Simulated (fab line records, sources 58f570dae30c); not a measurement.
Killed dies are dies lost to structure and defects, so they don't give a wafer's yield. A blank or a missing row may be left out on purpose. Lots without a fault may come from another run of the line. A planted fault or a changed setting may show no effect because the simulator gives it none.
A struck lot beside a sound one | flow berkeley_cmos170 | 43 steps out of a route of 331
Sound: wafers L793.1, L793.5, L793.6. Struck: wafers L791.1, L791.2, L791.5. The cause comes at the end.
At each step with rows: each side's tool, then ch and its chambers, then its first start. Under that, the readings that differ: sound wafers | struck wafers | difference of the means | sigmas: that difference in standard deviations of wafers without a fault.
alike: readings whose means differ by less than 2 such deviations, and words and numbers that are the same on both sides. not compared: withheld readings, readings that some wafer has no value for, bounds like >300 that may hide the same value, and numbers for which the record gives no deviation and whose values overlap.
The two part at a step that has a row with sigmas, a row that says differs or no value, or rows on one side only. Numbers that don't overlap but have no deviation are shown without sigmas and don't part them. A reading that every wafer of one side lacks parts them only if that side has two wafers or more.

first, 4 steps without rows for these wafers: UCB170_PWELL_WET_ETCH_19 (etches Si3N4 in H3PO4, time 14400 s); UCB170_PWELL_WET_ETCH_20 (etches SiO2 in BOE, time 22 s); UCB170_WELLDRIVE_CLEAN_00 (cleans in SPM, time 600 s); UCB170_WELLDRIVE_OXIDATION_01 (target thk 199 nm, ox time 9000 s).
UCB170_WELLDRIVE_THK_MEAS_02:
  sound on film_metro-01, day 6 11:13; struck on film_metro-01, day 6 04:35
  alike: WELLDRIVE_OXIDE_THK
then, 5 steps without rows for these wafers: UCB170_WELLDRIVE_ANNEAL_03 (time 900 s); UCB170_WELLDRIVE_WET_ETCH_04 (etches SiO2 in BOE, time 120 s); UCB170_ACTIVE_CLEAN_00 (cleans in SPM, time 600 s); UCB170_ACTIVE_CLEAN_01 (cleans in dHF, time 60 s); UCB170_ACTIVE_OXIDATION_02 (target thk 26.4 nm, ox time 1260 s).
UCB170_ACTIVE_THK_MEAS_03:
  sound on film_metro-04, day 6 22:31; struck on film_metro-03, day 6 17:44
  reading               | sound          | struck         | difference | sigmas
  ACTIVE_OXIDE_THK (nm) | 26.3 26.2 26.3 | 27.2 27.3 27.3 | +1.0       | +2
then, 1 step without rows for these wafers: UCB170_ACTIVE_ANNEAL_04 (time 900 s).
UCB170_ACTIVE_CVD_05: deposits Si3N4 from SiH2Cl2/NH3, target thk 220 nm, time 3300 s.
  sound on lpcvd-01 ch 1, day 7 02:31; struck on lpcvd-02 ch 1, day 6 23:46
  alike: zone_power_centre_pct
UCB170_ACTIVE_THK_MEAS_06:
  sound on film_metro-03, day 7 04:25; struck on film_metro-04, day 7 01:40
  alike: ACTIVE_NITRIDE_THK
then, 6 steps without rows for these wafers: UCB170_ACTIVE_HMDS_07 (prime time 60 s); UCB170_ACTIVE_COAT_08 (resist thk 900 nm); UCB170_ACTIVE_SOFTBAKE_09 (time 60 s); UCB170_ACTIVE_EXPOSE_10 (exposes mask ACTIVE, target cd 1200 nm); UCB170_ACTIVE_PEB_11; UCB170_ACTIVE_DEVELOP_12 (develop time 45 s).
UCB170_ACTIVE_CD_MEAS_13: target cd 1200 nm.
  sound on cd_sem-02, day 7 05:19; struck on cd_sem-01, day 7 02:58
  alike: cd_nm
UCB170_ACTIVE_OVL_MEAS_14:
  sound on overlay-02, day 7 05:26; struck on overlay-01, day 7 03:05
  alike: ACTIVE_OVL
UCB170_ACTIVE_ETCH_15: etches Si3N4 in CH3F/Ar/O2, stops on SiO2, target depth 242 nm, time 151 s.
  sound on rie_diel-01 ch 1,2, day 7 05:29; struck on rie_diel-01 ch 0,3, day 7 03:07
  alike: drypump_motor_current_A, oes_product_au, throttle_valve_pct
  not compared: rf_hours_counter_h
UCB170_ACTIVE_STRIP_16: strips in O2.
  sound on plasma_asher-04 ch 0,1, day 7 05:35; struck on plasma_asher-01 ch 0,1, day 7 03:13
  alike: drypump_motor_current_A, oes_product_au, strip_time_to_endpoint_s
  not compared: rf_hours_counter_h
UCB170_ACTIVE_CD_MEAS_90: target cd 1200 nm.
  sound on cd_sem-02, day 7 05:41; struck on cd_sem-02, day 7 03:19
  alike: cd_nm
then, 7 steps without rows for these wafers: UCB170_ACTIVE_CLEAN_17 (cleans in SPM, time 600 s); UCB170_PFIELD_HMDS_00 (prime time 60 s); UCB170_PFIELD_COAT_01 (resist thk 900 nm); UCB170_PFIELD_SOFTBAKE_02 (time 60 s); UCB170_PFIELD_EXPOSE_03 (exposes mask PFIELD, target cd 1500 nm); UCB170_PFIELD_PEB_04; UCB170_PFIELD_DEVELOP_05 (develop time 45 s).
UCB170_PFIELD_OVL_MEAS_06:
  sound on overlay-01, day 7 06:49; struck on overlay-02, day 7 04:29
  reading         | sound      | struck | difference | sigmas
  PFIELD_OVL (nm) | -9 -10 -10 | 1 3 1  | +11        | +2
then, 1 step without rows for these wafers: UCB170_PFIELD_IMPLANT_07.
UCB170_PFIELD_STRIP_08: strips in O2.
  sound on plasma_asher-04 ch 0,1, day 7 07:00; struck on plasma_asher-01 ch 0,1, day 7 04:41
  alike: drypump_motor_current_A, oes_product_au, strip_time_to_endpoint_s
  not compared: rf_hours_counter_h
UCB170_PFIELD_TW_MEAS_09:
  sound on film_metro-03, day 7 07:06; struck on film_metro-04, day 7 04:47
  alike: PFIELD_TW
then, 2 steps without rows for these wafers: UCB170_FIELD_CLEAN_00 (cleans in dHF, time 7.5 s); UCB170_FIELD_OXIDATION_01 (target thk 558.3 nm, ox time 7200 s).
UCB170_FIELD_THK_MEAS_02:
  sound on film_metro-03, day 7 14:10; struck on film_metro-02, day 7 14:10
  alike: FIELD_OXIDE_THK
then, 3 steps without rows for these wafers: UCB170_FIELD_ANNEAL_03 (time 1200 s); UCB170_FIELD_WET_ETCH_04 (etches SiO2 in dHF, time 60 s); UCB170_FIELD_WET_ETCH_05 (etches Si3N4 in H3PO4, time 12600 s).
-- the record jumps here: 3 days lie between the struck wafers' starts before and after (it left off in module FIELD and takes up again in module M3, whose first step shown is number 331 of the route) --
UCB170_M3_PROBE_99:
  the record has rows for the struck wafers here (prober-02, day 10 21:44) and none for the sound ones

WHERE THEY PART
First at UCB170_ACTIVE_THK_MEAS_03; last, within this record, at UCB170_M3_PROBE_99.

WHY: what the simulator had put in
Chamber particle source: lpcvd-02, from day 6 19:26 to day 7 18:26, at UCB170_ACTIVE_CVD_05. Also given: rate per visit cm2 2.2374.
